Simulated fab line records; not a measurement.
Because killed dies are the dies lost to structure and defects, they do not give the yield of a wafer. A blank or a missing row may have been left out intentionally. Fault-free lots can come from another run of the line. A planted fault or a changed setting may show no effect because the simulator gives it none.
Split-lot experiment    flow berkeley-cmos170    route with 331 steps; 5 lots, 23 wafers read

== ABOUT THE SPLIT ==
At UCB170_V1_PEB_10, the setting peb-temp-c was moved away from the recipe's 130 C on 7 of the 23 wafers read, by -1.2% to +1.5%. The other wafers ran this setting at the recipe's value.

== FROM THE SPLIT TO THE READING: what the file shows between them, 4 steps ==
- UCB170_V1_DEVELOP_11: develop time 45 s
- UCB170_V1_CD_MEAS_12: target cd 700 nm
- UCB170_V1_ETCH_14: etches SiO2 in CHF3/CF4/Ar, stops on Al, target depth 1250 nm, time 291 s
- UCB170_V1_STRIP_15: strips in O2

== THE READING ==
cd-nm at UCB170_V1_CD_MEAS_90, given in nm (cd target 700 nm). A value of 699.2 nm with a standard deviation of 1.5 nm is what fault-free wafers of this fab line usually give.

wafer   tool, chamber at the split  peb-temp-c as run, C  against the recipe  cd-nm, nm  against lot-mates on the recipe
L074.2  litho-track-03, 0           130                   recipe              699.6      -
L074.3  litho-track-03, 0           130                   recipe              700.4      -
L074.4  litho-track-03, 0           130                   recipe              700.1      -
L074.5  litho-track-03, 0           130                   recipe              700.1      -
L074.6  litho-track-03, 0           130                   recipe              700.8      -
L076.1  litho-track-02, 0           128.5                 -1.2%               687.9      -9.6
L076.2  litho-track-02, 0           130                   recipe              697.6      -
L076.3  litho-track-02, 0           130                   recipe              697.2      -
L076.4  litho-track-02, 0           128.5                 -1.2%               687.2      -10.3
L076.5  litho-track-02, 0           130                   recipe              697.7      -
L078.1  litho-track-01, 0           130                   recipe              698.4      -
L078.3  litho-track-01, 0           130                   recipe              699.0      -
L078.6  litho-track-01, 0           130                   recipe              697.8      -
L083.1  litho-track-03, 0           132                   +1.5%               711.0      +12.3
L083.2  litho-track-03, 0           132                   +1.5%               709.8      +11.1
L083.4  litho-track-03, 0           132                   +1.5%               708.3      +9.6
L083.5  litho-track-03, 0           130                   recipe              699.5      -
L083.6  litho-track-03, 0           130                   recipe              697.9      -
L085.1  litho-track-03, 0           128.4                 -1.2%               686.5      -12.2
L085.2  litho-track-03, 0           130                   recipe              698.9      -
L085.4  litho-track-03, 0           130                   recipe              700.2      -
L085.5  litho-track-03, 0           128.4                 -1.2%               686.4      -12.3
L085.6  litho-track-03, 0           130                   recipe              696.9      -

FIT RESULTS
A straight line over all 23 wafers: cd-nm changes by +8.33 nm for each +1% of peb-temp-c; r = +0.97; the points scatter about the line by 1.5 nm.
The same after taking each lot's own level away (the mean of its wafers on the recipe; 23 wafers): +8.11 nm for each +1%; r = +0.99; scatter 1.1 nm.
Per that fit: largest peb-temp-c move, reading shift of 12 nm.
The span of the lots' own levels, 697.50 to 700.20 nm, comes to 1.8 times the standard deviation stated above.
Consequently the slope shifts little with the lot-to-lot level, the two slopes agreeing.
Check: with one of the wafers moved furthest among these (+1.5%) left out of the fit, the line predicts +12 nm for it against its lot-mates. Against them it came out at +12.3 nm.

== THESE WAFERS: OTHER SPLITS ==
Note: prior to the reading, these wafers also went through further splits. Each is held against what the fit with the lots' levels taken away leaves over:
other split on the same wafers     wafers away from the commonest value  r with cd-nm (lot level and that fit taken away)
UCB170_NSD_COAT_01 resist-thk-nm   9                                     -0.48
UCB170_SILICIDE_SPUTTER_01 time-s  6                                     -0.08
UCB170_M1_PEB_07 peb-temp-c        9                                     -0.29
UCB170_M1_ETCH_11 source-w         9                                     +0.01

== THE WHOLE CHAIN: every reading that the file lists as answering this split, in the file's order ==
step                  what it does                                                               reading                                                    change (the file's fit)               r (the file's)
UCB170_V1_CD_MEAS_12  target cd 700 nm                                                           cd-nm                                                      +8.65 nm for each +1% of the setting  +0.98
UCB170_V1_ETCH_14     etches SiO2 in CHF3/CF4/Ar, stops on Al, target depth 1250 nm, time 291 s  V1.cd-nm (the simulator's own value, which no gauge read)  +8.35 nm for each +1% of the setting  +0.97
UCB170_V1_CD_MEAS_90  target cd 700 nm                                                           cd-nm                                                      +8.33 nm for each +1% of the setting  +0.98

== THE FILE'S OWN FIT ==
cd-nm changes by +8.33 nm for each +1% of peb-temp-c, r = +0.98.
